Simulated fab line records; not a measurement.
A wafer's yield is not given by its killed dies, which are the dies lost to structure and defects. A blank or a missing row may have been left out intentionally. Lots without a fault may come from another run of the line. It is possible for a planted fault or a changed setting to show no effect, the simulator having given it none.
The tool behind it: which one?	flow berkeley-cmos170	14 lots with 42 wafers sampled at 3 steps, on a route of 331 steps

## WHAT THE GAUGES READ, wafer by wafer
UCB170_NSD_TW_MEAS_10. Usual: NSD_TW 4210, standard deviation 30.
lot	measured	on	NSD_TW	flag
L677	day 7 00:32	film-metro-04	4240 4217 4230	
L679	day 7 00:37	film-metro-03	4159 4153 4129	
L682	day 7 12:59	film-metro-04	4253 4216 4264	
L681	day 7 13:08	film-metro-02	4207 4197 4206	
L683	day 7 21:41	film-metro-03	4154 4182 4163	
L686	day 8 16:10	film-metro-02	4200 4217 4236	
L685	day 8 16:35	film-metro-04	4238 4211 4208	
L688	day 8 21:16	film-metro-03	4210 4203 4184	
L691	day 9 17:07	film-metro-03	4164 4162 4158	
L694	day 10 09:14	film-metro-03	4207 4199 4215	
L696	day 10 14:43	film-metro-02	4232 4231 4238	
L699	day 10 17:10	film-metro-04	4232 4225 4248	
L698	day 10 17:33	film-metro-04	4232 4233 4209	
L700	day 11 03:31	film-metro-04	4245 4215 4224	

UCB170_M3_OVL_MEAS_16. Usual: M3_OVL -2 nm, standard deviation 6.
lot	measured	on	M3_OVL (nm)	flag
L677	day 7 23:40	overlay-02	9 9 -1	
L679	day 7 23:54	overlay-01	6 -4 6	
L682	day 8 16:04	overlay-01	-10 -5 -2	
L681	day 8 17:23	overlay-01	0 -4 4	
L683	day 9 02:15	overlay-01	7 8 7	
L686	day 9 20:24	overlay-01	-4 0 0	
L685	day 9 17:28	overlay-02	1 -13 -9	
L688	day 10 00:44	overlay-02	-5 -3 -1	
L691	day 10 20:55	overlay-01	6 -1 -3	
L694	day 11 10:25	overlay-01	-5 1 -7	
L696	day 11 22:45	overlay-02	1 -10 0	
L699	day 11 22:17	overlay-02	-6 -4 -10	
L698	day 11 22:44	overlay-01	4 -7 0	
L700	day 12 11:18	overlay-01	-5 1 -4	

## WHAT TOOL EACH LOT RAN ON (gives the tool, then ch and the chambers of the sampled wafers, and finally the start)
lot	UCB170_BACKSIDE_STRIP_03
L677	plasma-asher-01 ch 0,1, day 7 01:14
L679	plasma-asher-02 ch 0,1, day 7 01:22
L682	plasma-asher-02 ch 0,1, day 7 14:00
L681	plasma-asher-04 ch 0,1, day 7 14:04
L683	plasma-asher-02 ch 0, day 7 22:46
L686	plasma-asher-04 ch 0,1, day 8 17:11
L685	plasma-asher-04 ch 0,1, day 8 18:01
L688	plasma-asher-04 ch 0,1, day 8 22:47
L691	plasma-asher-01 ch 0,1, day 9 18:04
L694	plasma-asher-04 ch 0,1, day 10 09:56
L696	plasma-asher-04 ch 0,1, day 10 15:56
L699	plasma-asher-02 ch 0,1, day 10 18:07
L698	plasma-asher-04 ch 0,1, day 10 18:36
L700	plasma-asher-01 ch 0,1, day 11 04:35
- UCB170_BACKSIDE_STRIP_03: strips in O2.

## AS READ BY THE TOOLS THEMSELVES (means over the sampled wafers that have a number; for cases with no such wafer, the mark the record gives instead)
UCB170_BACKSIDE_STRIP_03. Usual: drypump-motor-current-A 5.71 A, standard deviation 0.26; oes-product-au 0.734 a.u., standard deviation 0.0046; strip-time-to-endpoint-s 21.98 s, standard deviation 0.095.
lot	tool	drypump-motor-current-A (A)	oes-product-au (a.u.)	strip-time-to-endpoint-s (s)	flag
L677	plasma-asher-01	5.48	0.737	22.13	
L679	plasma-asher-02	5.51	0.733	22.05	
L682	plasma-asher-02	5.68	0.731	22.06	
L681	plasma-asher-04	5.95	0.733	21.92	
L683	plasma-asher-02	5.39	0.737	22.02	
L686	plasma-asher-04	5.94	0.733	21.99	
L685	plasma-asher-04	5.94	0.734	21.81	
L688	plasma-asher-04	6.05	0.737	22.10	
L691	plasma-asher-01	5.52	0.736	21.94	
L694	plasma-asher-04	6.04	0.731	21.98	
L696	plasma-asher-04	5.96	0.729	22.06	
L699	plasma-asher-02	5.65	0.733	21.91	
L698	plasma-asher-04	6.02	0.732	21.93	
L700	plasma-asher-01	5.52	0.736	21.84	

## THE ANSWER, worked out from the rows above alone
Rule: a lot is off if the mean of its wafers that have a number lies more than 3 standard deviations from the usual mean. Also off: a lot with no number at a reading for which 4 or more lots have one. All remaining lots with rows at the step are treated as sound. The gauges are gone through in route order, then the tools' own readings, and for those a lot's mean is taken as printed above. At the first step where some lot is off, the reading lying furthest off is the one used; lots without a number count as furthest.
No lot is off at any reading shown: from this, nothing can be told.

## WHAT WAS PUT IN BY THE SIMULATOR
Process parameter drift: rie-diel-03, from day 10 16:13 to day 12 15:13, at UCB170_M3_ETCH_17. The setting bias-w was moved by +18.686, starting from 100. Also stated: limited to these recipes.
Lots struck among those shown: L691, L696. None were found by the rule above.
